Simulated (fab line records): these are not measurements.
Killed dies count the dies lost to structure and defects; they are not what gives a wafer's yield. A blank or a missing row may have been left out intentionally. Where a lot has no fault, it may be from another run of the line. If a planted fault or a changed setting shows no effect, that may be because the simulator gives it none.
What tool caused it? :: flow berkeleyCmos170 :: Sampling: 6 lots, 18 wafers, 2 of 331 route steps

WHAT THE GAUGES READ, wafer by wafer
UCB170_CONTACT_THK_MEAS_02.
lot: L833
measured: day 9 01:34
on: filmMetro-01
CONTACT_PSG_THK (nm): 698 693 697

lot: L835
measured: day 9 18:25
on: filmMetro-01
CONTACT_PSG_THK (nm): 698 691 689

lot: L840
measured: day 10 13:23
on: filmMetro-04
CONTACT_PSG_THK (nm): 694 696 697

lot: L839
measured: day 10 13:24
on: filmMetro-02
CONTACT_PSG_THK (nm): 684 694 691

lot: L849
measured: day 12 09:21
on: filmMetro-04
CONTACT_PSG_THK (nm): 977 977 974

lot: L853
measured: day 12 19:03
on: filmMetro-02
CONTACT_PSG_THK (nm): 693 692 692

WHAT TOOL EACH LOT RAN ON (gives the tool, then ch and the chambers of the sampled wafers, and finally the start)
lot: L833
UCB170_CONTACT_CVD_01: lpcvd-01 ch 1, day 8 23:46

lot: L835
UCB170_CONTACT_CVD_01: lpcvd-01 ch 1, day 9 16:37

lot: L840
UCB170_CONTACT_CVD_01: lpcvd-01 ch 1, day 10 11:36

lot: L839
UCB170_CONTACT_CVD_01: lpcvd-01 ch 0, day 10 11:36

lot: L849
UCB170_CONTACT_CVD_01: lpcvd-01 ch 1, day 12 07:34

lot: L853
UCB170_CONTACT_CVD_01: lpcvd-02 ch 0, day 12 17:15
- UCB170_CONTACT_CVD_01: deposits PSG from SiH4/O2/PH3, target thk 700 nm, time 2820 s.

THE ANSWER, worked out from the rows above alone
Rule: what is usual is taken from the lots themselves. The widest of any qualifying gaps counts: lots, ordered by their means at a reading, are off when they make up no more than a third of the lots, leave a main group of 4 or more, and stand apart from it by 3 or more times the standard deviation of that group's means. The tables above print the reading to a certain number of digits; a main group whose means all agree to those digits is not used. A lot without any number at a reading at which 4 lots or more have one is off too. All remaining lots with rows at the step are treated as sound.
Off: at UCB170_CONTACT_THK_MEAS_02 (CONTACT_PSG_THK), L849. Mean 693 nm and standard deviation 2.3 in the main group.
A tool fits if, at a process step before that reading, it ran every lot that is off, and no sound lot after the first of them. Gauges at UCB170_CONTACT_THK_MEAS_02: tried the same way as those tools. 2 tools fit, lpcvd-01 at UCB170_CONTACT_CVD_01 and filmMetro-04 at UCB170_CONTACT_THK_MEAS_02, so this cannot tell which one it is.

WHAT THE SIMULATOR HAD INSERTED
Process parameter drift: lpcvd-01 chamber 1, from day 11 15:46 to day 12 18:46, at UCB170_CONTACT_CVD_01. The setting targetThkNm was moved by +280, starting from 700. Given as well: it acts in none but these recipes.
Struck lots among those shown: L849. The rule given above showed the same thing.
